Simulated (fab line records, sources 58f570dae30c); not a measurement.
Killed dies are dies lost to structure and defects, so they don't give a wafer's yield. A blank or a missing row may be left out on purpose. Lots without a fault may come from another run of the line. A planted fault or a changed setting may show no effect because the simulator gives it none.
Which tool did it? | flow berkeley_cmos170 | 13 lots, 39 wafers sampled, at 6 steps of a route of 331

WHAT THE GAUGES READ, wafer by wafer
UCB170_PFIELD_TW_MEAS_09. Usual: PFIELD_TW 595, standard deviation 5.
lot  | measured    | on            | PFIELD_TW   | flag
L996 | day 4 08:49 | film_metro-02 | 602 607 604 |
L997 | day 4 20:28 | film_metro-04 | 590 591 596 |
L999 | day 4 20:44 | film_metro-02 | 607 609 605 |
L101 | day 5 09:49 | film_metro-01 | 596 597 593 |
L106 | day 6 10:00 | film_metro-01 | 598 595 594 |
L105 | day 6 09:43 | film_metro-02 | 608 609 606 |
L109 | day 6 21:56 | film_metro-01 | 597 598 596 |
L113 | day 7 20:15 | film_metro-01 | 587 590 593 |
L114 | day 8 04:28 | film_metro-04 | 595 596 592 |
L115 | day 8 08:18 | film_metro-04 | 589 591 590 |
L116 | day 8 18:31 | film_metro-04 | 592 593 592 |
L117 | day 8 18:46 | film_metro-01 | 595 598 594 |
L119 | day 9 09:40 | film_metro-01 | 592 592 592 |

UCB170_GATE_THK_MEAS_05. Usual: GATE_POLY_THK 214.5 nm, standard deviation 2.1.
lot  | measured     | on            | GATE_POLY_THK (nm) | flag
L996 | day 5 20:40  | film_metro-03 | 213.5 213.9 217.0  |
L997 | day 6 07:14  | film_metro-04 | 217.4 217.5 218.9  |
L999 | day 6 07:14  | film_metro-03 | 214.6 214.1 215.3  |
L101 | day 7 02:09  | film_metro-04 | 193.9 194.9 194.0  | OFF
L106 | day 8 07:05  | film_metro-03 | 212.8 214.3 213.5  |
L105 | day 8 07:01  | film_metro-03 | 216.4 218.2 217.0  |
L109 | day 8 16:52  | film_metro-01 | 210.9 211.7 211.8  |
L113 | day 9 16:50  | film_metro-04 | 214.2 214.7 214.6  |
L114 | day 9 23:41  | film_metro-03 | 213.7 213.4 214.2  |
L115 | day 10 11:44 | film_metro-03 | 212.6 215.3 212.7  |
L116 | day 10 19:22 | film_metro-01 | 215.6 214.8 215.7  |
L117 | day 10 19:22 | film_metro-04 | 214.9 217.6 215.9  |
L119 | day 11 04:24 | film_metro-03 | 210.5 210.5 209.1  |

UCB170_GATE_CD_MEAS_90: target cd 350 nm. Usual: cd_nm 349.6 nm, standard deviation 1.3.
lot  | measured     | on        | cd_nm (nm)        | flag
L996 | day 5 22:41  | cd_sem-01 | 352.0 349.4 351.8 |
L997 | day 6 10:03  | cd_sem-02 | 349.4 350.0 351.7 |
L999 | day 6 09:46  | cd_sem-01 | 348.7 351.1 350.5 |
L101 | day 7 03:35  | cd_sem-01 | 350.7 348.2 350.1 |
L106 | day 8 08:53  | cd_sem-01 | 350.7 350.5 349.3 |
L105 | day 8 08:36  | cd_sem-01 | 350.7 349.8 350.8 |
L109 | day 8 18:19  | cd_sem-01 | 349.3 350.6 348.9 |
L113 | day 9 18:05  | cd_sem-01 | 350.3 349.6 350.2 |
L114 | day 10 01:04 | cd_sem-01 | 349.1 350.9 350.4 |
L115 | day 10 13:07 | cd_sem-02 | 349.3 350.2 348.9 |
L116 | day 10 20:55 | cd_sem-02 | 349.1 351.9 347.4 |
L117 | day 10 20:47 | cd_sem-01 | 348.1 347.9 349.1 |
L119 | day 11 06:08 | cd_sem-02 | 349.7 349.5 350.3 |

WHICH TOOL RAN EACH LOT (tool, then ch and the chambers of the sampled wafers, then the start)
lot  | UCB170_ACTIVE_STRIP_16              | UCB170_GATE_CVD_04          | UCB170_GATE_ETCH_15
L996 | plasma_asher-03 ch 1, day 4 07:17   | lpcvd-01 ch 0, day 5 19:16  | rie_si-02 ch 0,2, day 5 22:32
L997 | plasma_asher-02 ch 0,1, day 4 18:19 | lpcvd-01 ch 1, day 6 05:50  | rie_si-01 ch 2,3, day 6 09:51
L999 | plasma_asher-03 ch 0,1, day 4 18:35 | lpcvd-01 ch 1, day 6 05:50  | rie_si-01 ch 0,1, day 6 09:34
L101 | plasma_asher-03 ch 0,1, day 5 06:28 | lpcvd-01 ch 1, day 7 00:41  | rie_si-01 ch 1,3, day 7 03:26
L106 | plasma_asher-04 ch 0,1, day 6 05:55 | lpcvd-02 ch 0, day 8 05:37  | rie_si-02 ch 0,1, day 8 08:44
L105 | plasma_asher-04 ch 0,1, day 6 06:38 | lpcvd-02 ch 1, day 8 05:37  | rie_si-02 ch 0,1,3, day 8 08:27
L109 | plasma_asher-02 ch 0,1, day 6 20:14 | lpcvd-02 ch 1, day 8 15:28  | rie_si-01 ch 0,1,2, day 8 18:10
L113 | plasma_asher-02 ch 0,1, day 7 18:43 | lpcvd-02 ch 0, day 9 15:26  | rie_si-01 ch 2,3, day 9 17:56
L114 | plasma_asher-02 ch 0,1, day 8 02:49 | lpcvd-01 ch 1, day 9 22:17  | rie_si-02 ch 1,2,3, day 10 00:55
L115 | plasma_asher-03 ch 0,1, day 8 06:47 | lpcvd-02 ch 1, day 10 10:20 | rie_si-01 ch 0,3, day 10 12:59
L116 | plasma_asher-03 ch 0,1, day 8 14:17 | lpcvd-01 ch 1, day 10 17:56 | rie_si-01 ch 0,1,2, day 10 20:43
L117 | plasma_asher-04 ch 0,1, day 8 14:32 | lpcvd-01 ch 0, day 10 17:56 | rie_si-02 ch 0,1,3, day 10 20:36
L119 | plasma_asher-02 ch 0,1, day 9 07:47 | lpcvd-02 ch 1, day 11 02:59 | rie_si-02 ch 1,2,3, day 11 05:58
- UCB170_ACTIVE_STRIP_16: strips in O2.
- UCB170_GATE_CVD_04: deposits poly-Si from SiH4, time 1440 s, target thk 214 nm.
- UCB170_GATE_ETCH_15: etches poly-Si in HBr/Cl2, stops on SiO2, time 56.3 s, target depth 278.2 nm.

WHAT THE TOOLS THEMSELVES READ (means of the sampled wafers that have a number; where no wafer has one, the mark that the record gives instead)
UCB170_ACTIVE_STRIP_16. Usual: drypump_motor_current_A 5.80 A, standard deviation 0.27; o2_flow_sccm 400.4 sccm, standard deviation 1; oes_product_au 0.721 a.u., standard deviation 0.0046; strip_time_to_endpoint_s 18.22 s, standard deviation 0.094.
lot  | tool            | drypump_motor_current_A (A) | o2_flow_sccm (sccm) | oes_product_au (a.u.) | strip_time_to_endpoint_s (s) | flag
L996 | plasma_asher-03 | 5.79                        | 401.2               | 0.721                 | 18.35                        |
L997 | plasma_asher-02 | 5.62                        | 400.4               | 0.724                 | 18.30                        |
L999 | plasma_asher-03 | 5.96                        | 401.1               | 0.722                 | 18.23                        |
L101 | plasma_asher-03 | 5.97                        | 399.8               | 0.717                 | 18.14                        |
L106 | plasma_asher-04 | 5.79                        | 399.6               | 0.723                 | 18.23                        |
L105 | plasma_asher-04 | 5.79                        | 400.7               | 0.726                 | 18.25                        |
L109 | plasma_asher-02 | 5.60                        | 400.4               | 0.722                 | 18.26                        |
L113 | plasma_asher-02 | 5.70                        | 400.2               | 0.720                 | 18.18                        |
L114 | plasma_asher-02 | 5.69                        | 400.8               | 0.719                 | 18.14                        |
L115 | plasma_asher-03 | 5.97                        | 400.5               | 0.719                 | 18.12                        |
L116 | plasma_asher-03 | 5.98                        | 400.4               | 0.729                 | 18.15                        |
L117 | plasma_asher-04 | 5.68                        | 400.7               | 0.720                 | 18.18                        |
L119 | plasma_asher-02 | 5.60                        | 401.5               | 0.718                 | 18.07                        |

UCB170_GATE_CVD_04. Usual: pressure_mtorr 375.1 mTorr, standard deviation 0.69.
lot  | tool     | pressure_mtorr (mTorr) | flag
L996 | lpcvd-01 | 376.2                  |
L997 | lpcvd-01 | 375.2                  |
L999 | lpcvd-01 | 374.9                  |
L101 | lpcvd-01 | 298.7                  | OFF
L106 | lpcvd-02 | 375.8                  |
L105 | lpcvd-02 | 375.3                  |
L109 | lpcvd-02 | 374.8                  |
L113 | lpcvd-02 | 375.7                  |
L114 | lpcvd-01 | 375.0                  |
L115 | lpcvd-02 | 374.3                  |
L116 | lpcvd-01 | 375.0                  |
L117 | lpcvd-01 | 375.4                  |
L119 | lpcvd-02 | 374.7                  |

UCB170_GATE_ETCH_15. Usual: drypump_motor_current_A 6.0 A, standard deviation 0.39; he_backside_leak_sccm 2.7 sccm, standard deviation 0.36; oes_product_au 0.827 a.u., standard deviation 0.014; throttle_valve_pct 26.50 %, standard deviation 0.26.
lot  | tool      | drypump_motor_current_A (A) | he_backside_leak_sccm (sccm) | oes_product_au (a.u.) | throttle_valve_pct (%) | flag
L996 | rie_si-02 | 5.9                         | 2.5                          | 0.817                 | 26.54                  |
L997 | rie_si-01 | 5.7                         | 3.4                          | 0.857                 | 26.69                  |
L999 | rie_si-01 | 5.8                         | 2.4                          | 0.824                 | 26.34                  |
L101 | rie_si-01 | 5.8                         | 2.8                          | 0.780                 | 26.46                  | OFF
L106 | rie_si-02 | 5.8                         | 2.8                          | 0.821                 | 26.65                  |
L105 | rie_si-02 | 5.9                         | 2.8                          | 0.826                 | 26.58                  |
L109 | rie_si-01 | 5.7                         | 2.5                          | 0.822                 | 26.45                  |
L113 | rie_si-01 | 6.1                         | 2.7                          | 0.842                 | 26.75                  |
L114 | rie_si-02 | 6.1                         | 2.8                          | 0.817                 | 26.30                  |
L115 | rie_si-01 | 6.4                         | 2.5                          | 0.819                 | 26.54                  |
L116 | rie_si-01 | 5.7                         | 2.6                          | 0.835                 | 26.45                  |
L117 | rie_si-02 | 5.9                         | 2.8                          | 0.826                 | 26.59                  |
L119 | rie_si-02 | 6.1                         | 2.7                          | 0.811                 | 26.32                  |

THE ANSWER, worked out from the rows above alone
Rule: a lot is off if the mean of its wafers that have a number lies more than 3 standard deviations from the usual mean. A lot without any number at a reading at which 4 lots or more have one is off too. The other lots that the step has rows for count as sound. The gauges are gone through in route order, then the tools' own readings, and for those a lot's mean is taken as printed above. The first step at which some lot is off is used, and at that step the reading that is off furthest; a lot without a number counts as furthest.
Off: L101, at UCB170_GATE_THK_MEAS_05 (GATE_POLY_THK).
A tool fits if, at a process step before that reading, it ran every lot that is off, and no sound lot after the first of them. The gauges at UCB170_GATE_THK_MEAS_05 aren't tried: what is off there is off at UCB170_GATE_CVD_04 too, on other tools, and a gauge's error can't cause that. None of those tried fits.

WHAT THE SIMULATOR HAD PUT IN
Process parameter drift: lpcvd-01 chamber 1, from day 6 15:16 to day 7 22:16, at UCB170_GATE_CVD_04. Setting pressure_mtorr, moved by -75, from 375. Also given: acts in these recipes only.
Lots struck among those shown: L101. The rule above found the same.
